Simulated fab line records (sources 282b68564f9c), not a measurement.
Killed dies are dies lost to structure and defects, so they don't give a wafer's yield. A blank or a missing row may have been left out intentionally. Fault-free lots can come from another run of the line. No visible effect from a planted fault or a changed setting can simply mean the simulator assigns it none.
fab line records ; flow rit-cmos
record: lots: 7; wafers: 21; last-day: 7
route steps=202 shown CONTACT@180 M1@184
lots with no fault: from the same line, run without faults
start-h: hours from the record's first day to the start of the lot's first wafer shown ; wait-h: how many hours have passed since the lot's step before this one ; " repeats the value in the row above ; L1.1+2: several wafers, shown together as one row ; - no value, or no start was given ; * or withheld: withheld ; < > ~ a bound
route shown NAME@n: NAME is a module with steps in the file, n the number in the route of the first one ; usual: mean/standard deviation of fault-free wafers ; same: alike in all rows ; chamber/n: place in a boat ; sites: per-site readings ; _std_site: standard deviation across them ; _edge_site: mean of outer sites minus mean of inner sites ; radius-mm: how far each site lies from the wafer's centre ; mask NAME#n: copy n ; behind: the most recent tool/chamber to have shaped the wafer ; hold: why the lot went on hold/how many hours it stayed there/how the hold came to an end ; device: whichever transistor did not switch (one of n, p or np) ; end of line: the same wafers' tests at the end of the route ; where a step has no rows: the recipe by itself ; killed: count of dies lost to structure and defects at first sort (not the wafer's yield) ; map: shows each die of a wafer: x if killed, . if not, _ if none is there
set.NAME: the setting that was run; set.NAME@STEP: the one run at that earlier step ; model.NAME: the simulator's own value behind a step, which no gauge read
lots seen at some steps along the route; tables by step, rows by wafer
services: from which hour (start-h, from the record's first day; less than 0 if before it) a tool's chamber was out of use, for how many hours, and why
== steps ==
step: RIT_CONTACT_STRIP_12
recipe: chemistry: O2; time-s: 180; resist: NOVOLAK; platen-temp-c: withheld; power-w: 500; pressure-mtorr: 4000; o2-flow-sccm: 4000
usual: drypump-motor-current-A: 5.6/0.43; rf-refl-power-W: 7.2/1.6
lot.wafer;tool;chamber;start-h;wait-h;drypump-motor-current-A;rf-hours-counter-h;rf-refl-power-W
L278.4;plasma-asher-04;1;82.50;0.1;6.1;-;5.6
L278.5;plasma-asher-04;0;82.50;0.1;4.9;-;8.6
L278.6;plasma-asher-04;1;82.50;0.1;6.1;-;5.6
L281.1;plasma-asher-01;1;97.96;0.1;5.9;47;6.2
L281.4;plasma-asher-01;0;97.96;0.1;5.1;-;5.9
L281.5;plasma-asher-01;0;97.96;0.1;5.1;-;6.0
L283.1;plasma-asher-01;1;106.87;0.1;5.9;48;6.1
L283.4;plasma-asher-01;0;106.87;0.1;5.1;-;6.1
L283.6;plasma-asher-01;1;106.87;0.1;5.9;-;6.1
L284.1;plasma-asher-01;1;111.62;0.1;5.9;49;6.2
L284.3;plasma-asher-01;1;111.62;0.1;5.9;-;6.0
L284.6;plasma-asher-01;0;111.62;0.1;5.1;-;5.8
L288.1;plasma-asher-01;0;139.44;0.1;5.1;52;5.9
L288.4;plasma-asher-01;0;139.44;0.1;5.1;-;5.7
L288.6;plasma-asher-01;0;139.44;0.1;5.1;-;5.6
L292.4;plasma-asher-02;1;156.75;0.2;5.7;-;8.1
L292.5;plasma-asher-02;1;156.75;0.2;5.7;-;8.3
L292.6;plasma-asher-02;0;156.75;0.2;5.6;-;9.2
L295.2;plasma-asher-01;1;168.15;0.1;6.0;55;6.1
L295.3;plasma-asher-01;1;168.15;0.1;6.0;-;6.0
L295.4;plasma-asher-01;0;168.15;0.1;5.1;-;5.9
step: RIT_CONTACT_CD_MEAS_90
recipe: target-cd-nm: 1000
usual: cd-nm: 1001.2/2.3
lot.wafer;tool;chamber;start-h;wait-h;cd-nm
L278.4;cd-sem-01;-;82.74;0.2;998.9
L278.5;cd-sem-01;-;82.74;0.2;1000.7
L278.6;cd-sem-01;-;82.74;0.2;998.3
L281.1;cd-sem-01;-;98.14;0.1;1000.9
L281.4;cd-sem-01;-;98.14;0.1;997.6
L281.5;cd-sem-01;-;98.14;0.1;1001.4
L283.1;cd-sem-01;-;107.05;0.1;1004.1
L283.4;cd-sem-01;-;107.05;0.1;1001.4
L283.6;cd-sem-01;-;107.05;0.1;1001.1
L284.1;cd-sem-02;-;111.79;0.1;1000.6
L284.3;cd-sem-02;-;111.79;0.1;1002.7
L284.6;cd-sem-02;-;111.79;0.1;1003.2
L288.1;cd-sem-02;-;139.61;0.1;1002.7
L288.4;cd-sem-02;-;139.61;0.1;1002.7
L288.6;cd-sem-02;-;139.61;0.1;1001.4
L292.4;cd-sem-01;-;156.92;0.1;1003.5
L292.5;cd-sem-01;-;156.92;0.1;1001.4
L292.6;cd-sem-01;-;156.92;0.1;1001.7
L295.2;cd-sem-01;-;168.34;0.1;1005.2
L295.3;cd-sem-01;-;168.34;0.1;1003.6
L295.4;cd-sem-01;-;168.34;0.1;1007.0
step: RIT_CONTACT_CLEAN_13
recipe: chemistry: SC1; mix: 3:3:50; time-s: 600; temp-c: 75
step: RIT_CONTACT_CLEAN_14
recipe: chemistry: SC2; mix: 3:3:50; time-s: 600; temp-c: 75; dry: n2-spin
step: RIT_M1_SPUTTER_00
recipe: material: Al; target-thk-nm: 400; power-w: 2000; chamber-pressure-pa: 0.4; gas: Ar; time-s: 500; substrate-temp-c: 25
usual: throttle-valve-pct: 30.0/1.3
lot.wafer;tool;chamber;start-h;wait-h;throttle-valve-pct
L278.4;pvd-sputter-03;-;83.19;0.0;29.6
L278.5;pvd-sputter-03;-;83.19;0.0;29.1
L278.6;pvd-sputter-03;-;83.19;0.0;30.9
L281.1;pvd-sputter-04;-;98.62;0.0;27.9
L281.4;pvd-sputter-04;-;98.62;0.0;28.6
L281.5;pvd-sputter-04;-;98.62;0.0;28.7
L283.1;pvd-sputter-04;-;107.52;0.0;28.7
L283.4;pvd-sputter-04;-;107.52;0.0;32.2
L283.6;pvd-sputter-04;-;107.52;0.0;28.0
L284.1;pvd-sputter-03;-;112.26;0.0;30.9
L284.3;pvd-sputter-03;-;112.26;0.0;30.9
L284.6;pvd-sputter-03;-;112.26;0.0;30.9
L288.1;pvd-sputter-03;-;140.08;0.0;31.2
L288.4;pvd-sputter-03;-;140.08;0.0;29.4
L288.6;pvd-sputter-03;-;140.08;0.0;30.8
L292.4;pvd-sputter-03;-;157.33;0.0;29.6
L292.5;pvd-sputter-03;-;157.33;0.0;31.1
L292.6;pvd-sputter-03;-;157.33;0.0;31.0
L295.2;pvd-sputter-04;-;168.81;0.0;29.4
L295.3;pvd-sputter-04;-;168.81;0.0;31.9
L295.4;pvd-sputter-04;-;168.81;0.0;28.6
step: RIT_M1_RS_MEAS_01
recipe: thk-meas-gauge: four-point-probe; reads: Al_of_M1_SPUTTER_00
usual: M1_AL_RS: 0.0743/0.00086
lot.wafer;tool;chamber;start-h;wait-h;M1_AL_RS[ohm/sq]
L278.4;film-metro-04;-;83.54;0.2;0.0732
L278.5;film-metro-04;-;83.54;0.2;0.0733
L278.6;film-metro-04;-;83.54;0.2;0.0751
L281.1;film-metro-02;-;98.92;0.1;0.0749
L281.4;film-metro-02;-;98.92;0.1;0.0739
L281.5;film-metro-02;-;98.92;0.1;0.0741
L283.1;film-metro-01;-;107.81;0.1;0.0749
L283.4;film-metro-01;-;107.81;0.1;0.0751
L283.6;film-metro-01;-;107.81;0.1;0.0747
L284.1;film-metro-01;-;112.56;0.1;0.0750
L284.3;film-metro-01;-;112.56;0.1;0.0767
L284.6;film-metro-01;-;112.56;0.1;0.0760
L288.1;film-metro-01;-;140.38;0.1;0.0742
L288.4;film-metro-01;-;140.38;0.1;0.0751
L288.6;film-metro-01;-;140.38;0.1;0.0756
L292.4;film-metro-04;-;157.69;0.2;0.0740
L292.5;film-metro-04;-;157.69;0.2;0.0749
L292.6;film-metro-04;-;157.69;0.2;0.0737
L295.2;film-metro-02;-;169.12;0.2;0.0749
L295.3;film-metro-02;-;169.12;0.2;0.0746
L295.4;film-metro-02;-;169.12;0.2;0.0733
step: RIT_M1_THK_MEAS_02
recipe: thk-meas-gauge: xrf; reads: Al_of_M1_SPUTTER_00
usual: M1_AL_THK: 383/4.7
lot.wafer;tool;chamber;start-h;wait-h;M1_AL_THK[nm]
L278.4;film-metro-04;-;83.63;0.1;388
L278.5;film-metro-04;-;83.63;0.1;388
L278.6;film-metro-04;-;83.63;0.1;376
L281.1;film-metro-02;-;99.04;0.1;383
L281.4;film-metro-02;-;99.04;0.1;387
L281.5;film-metro-02;-;99.04;0.1;387
L283.1;film-metro-01;-;107.93;0.1;381
L283.4;film-metro-01;-;107.93;0.1;382
L283.6;film-metro-01;-;107.93;0.1;381
L284.1;film-metro-01;-;112.68;0.1;378
L284.3;film-metro-01;-;112.68;0.1;370
L284.6;film-metro-01;-;112.68;0.1;377
L288.1;film-metro-01;-;140.50;0.1;385
L288.4;film-metro-01;-;140.50;0.1;377
L288.6;film-metro-01;-;140.50;0.1;374
L292.4;film-metro-04;-;157.78;0.1;381
L292.5;film-metro-04;-;157.78;0.1;376
L292.6;film-metro-04;-;157.78;0.1;384
L295.2;film-metro-02;-;169.23;0.1;381
L295.3;film-metro-02;-;169.23;0.1;383
L295.4;film-metro-02;-;169.23;0.1;392
step: RIT_M1_HMDS_03
recipe: prime-time-s: 60; prime-temp-c: 140
step: RIT_M1_COAT_04
recipe: resist: NOVOLAK; spin-rpm: 2000; resist-thk-nm: 1322
step: RIT_M1_SOFTBAKE_05
recipe: resist: NOVOLAK; temp-c: 90; time-s: 60
step: RIT_M1_EXPOSE_06
recipe: mask-id: M12; na: 0.6; source-shape: conventional; sigma-outer: 0.5; target-cd-nm: 2600; dose-mj: 250
step: RIT_M1_PEB_07
recipe: resist: NOVOLAK; temp-c: withheld; time-s: withheld
step: RIT_M1_DEVELOP_08
recipe: resist: NOVOLAK; develop-time-s: 68; dev-temp-c: 23
usual: chill-plate-temp-C: 22.98/0.11; resist-line-temp-C: 23.04/0.1
lot.wafer;tool;chamber;start-h;wait-h;chill-plate-temp-C;resist-line-temp-C
L278.4;litho-track-02;0;84;-;22.76;23.11
L278.5;litho-track-02;0;84;-;22.68;23.04
L278.6;litho-track-02;0;84;-;22.89;23.06
L281.1;litho-track-02;0;100;-;22.87;23.15
L281.4;litho-track-02;0;100;-;22.88;22.98
L281.5;litho-track-02;0;100;-;22.96;22.93
L283.1;litho-track-02;0;108;-;22.89;23.00
L283.4;litho-track-02;0;108;-;23.01;22.94
L283.6;litho-track-02;0;108;-;22.87;23.02
L284.1;litho-track-02;0;113;-;23.01;23.32
L284.3;litho-track-02;0;113;-;22.93;23.22
L284.6;litho-track-02;0;113;-;22.99;23.17
L288.1;litho-track-04;0;141;-;23.17;23.19
L288.4;litho-track-04;0;141;-;23.09;23.10
L288.6;litho-track-04;0;141;-;23.06;23.23
L292.4;litho-track-04;0;158;-;22.94;22.94
L292.5;litho-track-04;0;158;-;22.99;22.90
L292.6;litho-track-04;0;158;-;23.02;22.92
L295.2;litho-track-01;0;170;-;22.98;22.86
L295.3;litho-track-01;0;170;-;23.00;23.08
L295.4;litho-track-01;0;170;-;23.05;23.08
step: RIT_M1_CD_MEAS_09
recipe: target-cd-nm: 2600
usual: cd-nm: 2599.2/2.7
lot.wafer;tool;chamber;start-h;wait-h;cd-nm
L278.4;cd-sem-01;-;84.65;-;2593.6
L278.5;cd-sem-01;-;84.65;-;2589.6
L278.6;cd-sem-01;-;84.65;-;2592.1
L281.1;cd-sem-02;-;100.23;-;2614.6
L281.4;cd-sem-02;-;100.23;-;2613.4
L281.5;cd-sem-02;-;100.23;-;2614.2
L283.1;cd-sem-02;-;109.00;-;2611.7
L283.4;cd-sem-02;-;109.00;-;2611.8
L283.6;cd-sem-02;-;109.00;-;2611.2
L284.1;cd-sem-02;-;113.74;-;2611.8
L284.3;cd-sem-02;-;113.74;-;2615.4
L284.6;cd-sem-02;-;113.74;-;2614.9
L288.1;cd-sem-01;-;141.64;-;2595.8
L288.4;cd-sem-01;-;141.64;-;2594.0
L288.6;cd-sem-01;-;141.64;-;2595.6
L292.4;cd-sem-02;-;158.75;-;2597.8
L292.5;cd-sem-02;-;158.75;-;2598.4
L292.6;cd-sem-02;-;158.75;-;2598.5
L295.2;cd-sem-02;-;170.28;-;2599.7
L295.3;cd-sem-02;-;170.28;-;2600.4
L295.4;cd-sem-02;-;170.28;-;2601.2
step: RIT_M1_OVL_MEAS_10
usual: M1_OVL: 0.7/1.5
lot.wafer;tool;chamber;start-h;wait-h;M1_OVL[nm]
L278.4;overlay-02;-;84.72;0.1;0.1
L278.5;overlay-02;-;84.72;0.1;0.7
L278.6;overlay-02;-;84.72;0.1;1.2
L281.1;overlay-02;-;100.35;0.1;3.2
L281.4;overlay-02;-;100.35;0.1;2.5
L281.5;overlay-02;-;100.35;0.1;0.7
L283.1;overlay-02;-;109.12;0.1;-1.0
L283.4;overlay-02;-;109.12;0.1;-0.5
L283.6;overlay-02;-;109.12;0.1;-1.6
L284.1;overlay-01;-;113.86;0.1;-1.2
L284.3;overlay-01;-;113.86;0.1;-0.1
L284.6;overlay-01;-;113.86;0.1;0.4
L288.1;overlay-01;-;141.76;0.1;0.3
L288.4;overlay-01;-;141.76;0.1;0.8
L288.6;overlay-01;-;141.76;0.1;0.5
L292.4;overlay-02;-;158.83;0.1;1.0
L292.5;overlay-02;-;158.83;0.1;2.9
L292.6;overlay-02;-;158.83;0.1;1.9
L295.2;overlay-01;-;170.39;0.1;2.6
L295.3;overlay-01;-;170.39;0.1;1.3
L295.4;overlay-01;-;170.39;0.1;2.8
step: RIT_M1_HARDBAKE_11
recipe: resist: NOVOLAK; temp-c: 140; time-s: 120
step: RIT_M1_METAL_ETCH_12
recipe: stop-on: SiO2; chemistry: Cl2/BCl3; target: Al; time-s: 165; over-etch-frac: 0.5; pressure-mtorr: 100; target-depth-a: 6000; rf-w: 250; Cl2_flow_sccm: 60; bcl3-flow-sccm: 50
usual: drypump-motor-current-A: 5.7/0.62; oes-product-au: 0.764/0.016; throttle-valve-pct: 8.31/0.068
lot.wafer;tool;chamber;start-h;wait-h;drypump-motor-current-A;oes-product-au;rf-hours-counter-h;throttle-valve-pct;model.M1.cd-nm
L278.4;rie-metal-03;1;85.05;0.1;6.6;0.771;-;8.18;2592
L278.5;rie-metal-03;0;85.05;0.1;5.9;0.767;-;8.33;2591
L278.6;rie-metal-03;1;85.05;0.1;6.6;0.761;-;8.17;2589
L281.1;rie-metal-03;1;100.64;0.2;6.6;0.769;37;8.17;2611
L281.4;rie-metal-03;1;100.64;0.2;6.6;0.769;-;8.18;2609
L281.5;rie-metal-03;0;100.64;0.2;5.9;0.762;-;8.32;2614
L283.1;rie-metal-01;0;109.41;0.2;6.1;0.774;3;8.28;2612
L283.4;rie-metal-01;0;109.41;0.2;6.0;0.784;-;8.29;2610
L283.6;rie-metal-01;1;109.41;0.2;5.0;0.774;-;8.39;2613
L284.1;rie-metal-03;0;114.15;0.2;5.9;0.746;34;8.33;2611
L284.3;rie-metal-03;0;114.15;0.2;5.9;0.743;-;8.33;2617
L284.6;rie-metal-03;1;114.15;0.2;6.6;0.758;-;8.17;2614
L288.1;rie-metal-04;1;142.16;0.2;4.8;0.749;1;8.31;2595
L288.4;rie-metal-04;1;142.16;0.2;4.8;0.736;-;8.31;2594
L288.6;rie-metal-04;1;142.16;0.2;4.8;0.734;-;8.32;2594
L292.4;rie-metal-03;1;159.22;0.1;6.6;0.780;-;8.16;2597
L292.5;rie-metal-03;0;159.22;0.1;5.9;0.753;-;8.29;2599
L292.6;rie-metal-03;1;159.22;0.1;6.6;0.777;-;8.18;2600
L295.2;rie-metal-03;0;170.67;0.2;5.9;0.751;0;8.33;2600
L295.3;rie-metal-03;0;170.67;0.2;5.9;0.762;-;8.32;2601
L295.4;rie-metal-03;1;170.67;0.2;6.6;0.789;-;8.17;2602
step: RIT_M1_STRIP_13
recipe: chemistry: nmp; resist: NOVOLAK; temp-c: 80; time-s: 600; dry: n2-spin
step: RIT_M1_PROBE_99
usual: defect-limited-yield: 97.4/1.1; killed_at_M0_to_M3: 0.0/0.16; killed-at-contacts: 0.1/0.24; killed-at-front-end: 6.7/2.9; killed-dies: 6.8/2.9; killed-open: 3.5/1.8; killed-short: 3.3/2.1; sort_bin_3_pad_short: 0.1/0.26; sort_bin_5_function: 1.4/0.73; sort_bin_6_memory: 1.0/0.64; sort-n-pass: 257.2/2.9; sort-yield-pct: 97.4/1.1
same: gross-dies: 264; killed_at_M4_up: 0; killed-at-back-side: 0; killed-at-other: 0
lot.wafer;tool;chamber;start-h;wait-h;defect-limited-yield[%];killed_at_M0_to_M3;killed-at-contacts;killed-at-front-end;killed-dies;killed-open;killed-short;sort_bin_3_pad_short[%];sort_bin_5_function[%];sort_bin_6_memory[%];sort-n-pass;sort-yield-pct[%];model.etest.m1.width-nm
L278.4;prober-02;-;87.40;0.2;98.5;0;0;4;4;3;1;0;0.8;0.8;260.0;98.5;2590
L278.5;prober-02;-;87.45;0.2;97.7;0;0;6;6;2;4;0.4;1.1;0.8;258.0;97.7;2594
L278.6;prober-02;-;87.50;0.2;97.7;0;0;6;6;2;4;0;1.5;0.8;258.0;97.7;2590
L281.1;prober-01;-;102.89;0.1;98.5;0;0;4;4;2;2;0;0.4;1.1;260.0;98.5;2615
L281.4;prober-01;-;103.04;0.2;97.7;0;0;6;6;5;1;0;1.1;1.1;258.0;97.7;2607
L281.5;prober-01;-;103.09;0.2;97.3;0;0;7;7;3;4;0;1.9;0.8;257.0;97.3;2626
L283.1;prober-01;-;112.10;0.1;96.6;0;0;9;9;4;5;0.4;2.3;0.8;255.0;96.6;2610
L283.4;prober-01;-;112.25;0.2;96.6;0;1;8;9;2;7;0.4;2.3;0.8;255.0;96.6;2617
L283.6;prober-01;-;112.35;0.2;97.7;0;0;6;6;2;4;0;0.8;1.5;258.0;97.7;2612
L284.1;prober-02;-;120.10;0.1;97.0;0;0;8;8;5;3;0;1.1;1.9;256.0;97.0;2615
L284.3;prober-02;-;120.20;0.2;97.0;0;0;8;8;3;5;0;1.5;1.5;256.0;97.0;2610
L284.6;prober-02;-;120.35;0.2;95.8;0;0;11;11;4;7;0;3.0;1.1;253.0;95.8;2619
L288.1;prober-02;-;145.11;0.1;98.5;0;0;4;4;4;0;0;1.1;0.4;260.0;98.5;2593
L288.4;prober-02;-;145.26;0.2;98.5;0;0;4;4;3;1;0;1.1;0.4;260.0;98.5;2591
L288.6;prober-02;-;145.36;0.2;98.1;0;0;5;5;4;1;0;1.1;0.8;259.0;98.1;2595
L292.4;prober-01;-;161.57;0.2;97.3;0;0;7;7;5;2;0;2.3;0.4;257.0;97.3;2595
L292.5;prober-01;-;161.62;0.2;97.7;1;0;5;6;3;3;0.4;1.1;0.8;258.0;97.7;2596
L292.6;prober-01;-;161.67;0.2;98.1;0;0;5;5;1;4;0;0.8;1.1;259.0;98.1;2602
L295.2;prober-01;-;173.56;0.1;98.1;0;0;5;5;2;3;0;0.4;1.5;259.0;98.1;2604
L295.3;prober-01;-;173.61;0.2;98.1;0;1;4;5;3;2;0.4;1.1;0.4;259.0;98.1;2607
L295.4;prober-01;-;173.66;0.2;96.6;0;0;9;9;3;6;0;1.9;1.5;255.0;96.6;2600
killed by level:class
L278.4 FOX2:geometric-particle:open=1 GATE:geometric-particle:short=1 SPACER:geometric-particle:open=1 SILICIDE:geometric-particle:open=1
L278.5 FOX1:geometric-particle:short=1 FOX2:geometric-particle:open=1 GATE:geometric-particle:short=1 GATE:geometric-particle:open=1 REOX:geometric-particle:short=1 SILICIDE:geometric-particle:short=1
L278.6 REOX:geometric-particle:short=2 GATE:geometric-particle:open=1 GATE:geometric-particle:short=1 REOX:geometric-particle:open=1 SILICIDE:geometric-particle:short=1
L281.1 GATE:geometric-particle:short=2 GATE:geometric-particle:open=1 REOX:geometric-particle:open=1
L281.4 FOX1:geometric-particle:open=2 GATE:geometric-particle:open=2 FOX1:geometric-particle:short=1 FOX2:geometric-particle:open=1
L281.5 GATE:geometric-particle:short=4 FOX1:geometric-particle:open=1 GATE:geometric-particle:open=1 SPACER:geometric-particle:open=1
L283.1 GATE:geometric-particle:open=2 REOX:geometric-particle:open=2 REOX:geometric-particle:short=2 SPACER:geometric-particle:short=2 GATE:geometric-particle:short=1
L283.4 GATE:geometric-particle:short=6 FOX1:geometric-particle:open=1 GATE:geometric-particle:open=1 CONTACT:geometric-particle:short=1
L283.6 GATE:geometric-particle:short=3 GATE:geometric-particle:open=1 REOX:geometric-particle:open=1 REOX:geometric-particle:short=1
L284.1 GATE:geometric-particle:open=3 FOX1:geometric-particle:open=2 FOX1:geometric-particle:short=2 REOX:geometric-particle:short=1
L284.3 GATE:geometric-particle:short=4 FOX1:geometric-particle:open=1 FOX2:geometric-particle:open=1 GATE:geometric-particle:open=1 REOX:geometric-particle:short=1
L284.6 FOX2:geometric-particle:short=3 GATE:geometric-particle:short=2 FOX1:geometric-particle:open=1 GATE:geometric-particle:open=1 REOX:geometric-particle:short=1 REOX:geometric-particle:open=1 SPACER:geometric-particle:open=1 SILICIDE:geometric-particle:short=1
L288.1 FOX1:geometric-particle:open=1 GATE:geometric-particle:open=1 SPACER:geometric-particle:open=1 SILICIDE:geometric-particle:open=1
L288.4 REOX:geometric-particle:open=2 FOX2:geometric-particle:open=1 GATE:geometric-particle:short=1
L288.6 GATE:geometric-particle:open=2 REOX:geometric-particle:open=1 REOX:geometric-particle:short=1 SILICIDE:geometric-particle:open=1
L292.4 FOX1:geometric-particle:short=2 FOX1:geometric-particle:open=2 GATE:geometric-particle:open=1 REOX:geometric-particle:open=1 SPACER:geometric-particle:open=1
L292.5 FOX1:geometric-particle:short=2 FOX1:geometric-particle:open=1 REOX:geometric-particle:short=1 SPACER:geometric-particle:open=1 M1:geometric-particle:open=1
L292.6 SILICIDE:geometric-particle:short=2 GATE:geometric-particle:short=1 SPACER:geometric-particle:short=1 SILICIDE:geometric-particle:open=1
L295.2 GATE:geometric-particle:short=3 GATE:geometric-particle:open=2
L295.3 FOX1:geometric-particle:short=1 GATE:geometric-particle:open=1 REOX:geometric-particle:short=1 SPACER:geometric-particle:open=1 CONTACT:geometric-particle:open=1
L295.4 GATE:geometric-particle:short=3 SPACER:geometric-particle:short=2 GATE:geometric-particle:open=1 REOX:geometric-particle:open=1 SILICIDE:geometric-particle:open=1 SILICIDE:geometric-particle:short=1
== services ==
tool;chamber;start-h;hours;kind
pvd-sputter-03;-;78.66;2.7;repair
plasma-asher-02;-;86.70;8.5;repair
plasma-asher-02;-;108.22;1.9;repair
rie-metal-04;0;109.02;8.3;repair
rie-metal-01;-;111.20;0.1;repair
plasma-asher-01;-;115.41;1.7;repair
plasma-asher-04;-;119.81;1.1;repair
rie-metal-03;-;136.12;20.0;pm
rie-metal-03;0;136.12;20.0;vent-cycle
rie-metal-03;1;136.12;20.0;vent-cycle
rie-metal-01;0;143.67;9.1;repair
rie-metal-03;0;156.12;-;clean
rie-metal-03;1;156.12;-;clean
pvd-sputter-03;-;168.48;4.1;repair
== key ==
first-sign: step: RIT_M1_CD_MEAS_09; reading: cd-nm; direction: up; sigmas: 5.2; usual: 2599.2; struck: 2613.2; through: control-loop
effect none on later readings
model-effect: step: RIT_M1_METAL_ETCH_12; value: M1.cd-nm; without: 2598; struck: 2612
model-effect: step: RIT_M1_PROBE_99; value: etest.m1.width-nm; without: 2600; struck: 2614
met-at RIT_M1_DEVELOP_08
struck-wafers L281.1,L281.4,L281.5,L283.1,L283.4,L283.6,L284.1,L284.3,L284.6
loop-trim: step: RIT_M1_EXPOSE_06; setting: dose; lots: L283
onset-between 84 100
fault: kind: process-parameter-drift; tool: litho-track-02; chamber: -; onset-h: 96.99; steps: RIT_M1_DEVELOP_08; channel: develop-time-s; offset: *; shape: step; end-h: 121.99; acts-in: *; stated: *
loop-trim: a control loop set the setting to another value than it would have without faults
